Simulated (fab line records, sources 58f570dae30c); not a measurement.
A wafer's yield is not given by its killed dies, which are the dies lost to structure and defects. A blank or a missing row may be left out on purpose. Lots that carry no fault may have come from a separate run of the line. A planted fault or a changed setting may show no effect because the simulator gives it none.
The tool behind it: which one? ; flow berkeleyCmos170 ; at 1 step of a route of 331, 6 lots with 18 wafers sampled

## WHAT THE GAUGES SHOWED, per wafer
UCB170_CONTACT_THK_MEAS_02.
lot;measured;on;CONTACT_PSG_THK (nm)
L185;day 9 09:05;filmMetro-02;711 704 709
L186;day 9 10:51;filmMetro-02;702 702 708
L189;day 10 12:19;filmMetro-03;694 698 694
L192;day 11 00:31;filmMetro-03;705 704 706
L200;day 11 12:38;filmMetro-02;696 693 691
L202;day 11 13:38;filmMetro-02;702 702 699

## WHAT TOOL EACH LOT RAN ON (gives the tool, then ch and the chambers of the sampled wafers, and finally the start)
No process step before these readings appears in the record.

## THE ANSWER, worked out from the rows above alone
Rule: the lots themselves supply what counts as usual. The widest of any qualifying gaps counts: lots, ordered by their means at a reading, are off when they make up no more than a third of the lots, leave a main group of 4 or more, and stand apart from it by 3 or more times the standard deviation of that group's means. A main group is skipped when, at the precision printed for the reading in the tables above, its means are all equal. A lot without any number at a reading at which 4 lots or more have one is off too. All remaining lots with rows at the step are treated as sound.
Across all readings shown, no lot is off: no conclusion can be drawn from this.

## WHAT THE SIMULATOR HAD INSERTED
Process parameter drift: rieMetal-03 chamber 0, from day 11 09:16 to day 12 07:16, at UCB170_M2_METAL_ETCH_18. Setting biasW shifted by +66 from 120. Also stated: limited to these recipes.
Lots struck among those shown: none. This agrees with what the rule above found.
